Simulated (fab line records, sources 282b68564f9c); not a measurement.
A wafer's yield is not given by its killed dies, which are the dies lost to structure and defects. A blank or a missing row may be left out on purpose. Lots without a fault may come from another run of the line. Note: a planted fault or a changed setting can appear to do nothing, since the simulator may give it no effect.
Struck lot and sound lot, side by side + flow rit cmos + 15 steps out of a route of 202
Sound: wafers L573.1, L573.5, L573.6. Wafers L575.2, L575.3, L575.6 were the ones struck. The cause is given at the end.
At each step with rows: each side's tool, then ch and its chambers, then its first start. Under that, the readings that differ: sound wafers + struck wafers + difference of the means + sigmas: that difference in standard deviations of wafers without a fault.
alike: words and numbers the same on both sides, and readings whose means are apart by under 2 such deviations; not compared: readings that were withheld, readings missing a value for some wafer, numbers with overlapping values and no deviation given by the record, and bounds like >300 which may hide the same value.
A row with sigmas, a row that says differs or no value, or rows on one side alone: a step with any of these is where the two part. Numbers that don't overlap but have no deviation are shown without sigmas and don't part them. A reading missing from all wafers of one side parts the sides only when that side holds two or more wafers.

RIT_GATE_THK_MEAS_07:
  struck on film metro-03, day 4 12:52; sound on film metro-01, day 3 21:26
  alike: GATE_OXIDE_THK
then, 1 step without rows for these wafers: RIT_GATE_CVD_08 (deposits poly-Si from SiH4, target thk 250 nm, time 2220 s).
RIT_GATE_THK_MEAS_09:
  struck on film metro-01, day 4 14:32; sound on film metro-04, day 3 23:06
  alike: GATE_POLY_THK
then, 6 steps without rows for these wafers: RIT_GATE_HMDS_10 (prime time 60 s); RIT_GATE_COAT_11 (resist thk 833.8 nm); RIT_GATE_SOFTBAKE_12 (time 60 s); RIT_GATE_EXPOSE_13 (exposes mask M6, target cd 150 nm); RIT_GATE_PEB_14; RIT_GATE_DEVELOP_15 (develop time 50 s).
RIT_GATE_CD_MEAS_16 targets a cd of 150 nm.
  struck on cd sem-02, day 4 15:35; sound on cd sem-02, day 4 00:14
  alike: cd nm
RIT_GATE_OVL_MEAS_17:
  struck on overlay-02, day 4 15:41; sound on overlay-02, day 4 00:21
  alike: GATE_OVL
then, 1 step without rows for these wafers: RIT_GATE_HARDBAKE_18 (time 60 s).
RIT_GATE_ETCH_19: etches poly-Si in SF6/CHF3/O2, stops on SiO2, time 165 s, target depth 312.5 nm.
  sound on rie si-02 ch 0,1,2, day 4 00:32; struck on rie si-01 ch 1,2, day 4 15:52
| reading                                   | sound             | struck            | difference | sigmas |
|-------------------------------------------|-------------------|-------------------|------------|--------|
| oes product au (a.u.)                     | 0.860 0.835 0.831 | 0.997 1.045 1.052 | +0.189     | +17    |
| model.GATE.feature depth nm (nm)          | 251.1 250.8 250.5 | 213.8 223.3 222.2 | -31.0      |        |
| model.etch.depth nm (nm)                  | 251.1 250.8 250.5 | 213.8 223.3 222.2 | -31.0      |        |
| model.NOVOLAK_of_GATE_COAT_11.thk nm (nm) | 653.6 654 648.8   | 683.1 677.9 676.5 | +27.0      |        |
  alike: drypump motor current A, throttle valve pct
  not compared: rf hours counter h
RIT_GATE_STRIP_20: strips in O2, time 180 s.
  sound on plasma asher-04 ch 0,1, day 4 00:38; struck on plasma asher-02 ch 0,1, day 4 15:59
  alike: drypump motor current A, rf refl power W
  not compared: rf hours counter h
RIT_M1_PROBE_99:
  struck on prober-02, day 5 12:46; sound on prober-01, day 4 21:49
| reading             | sound | struck      | difference | sigmas |
|---------------------|-------|-------------|------------|--------|
| killed at front end | 4 6 3 | 264 263 264 | +259       | +84    |
| killed dies         | 4 6 3 | 264 264 264 | +260       | +84    |
| killed on rim       | 2 4 1 | 70 70 70    | +68        | +52    |
  alike: killed at contacts, killed open, killed short

## WHERE THEY PART
Last at RIT_M1_PROBE_99 as far as this record goes, first at RIT_GATE_ETCH_19.

WHY: whatever the simulator had introduced
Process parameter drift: rie si-01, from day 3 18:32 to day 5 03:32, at RIT_GATE_ETCH_19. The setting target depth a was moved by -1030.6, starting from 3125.
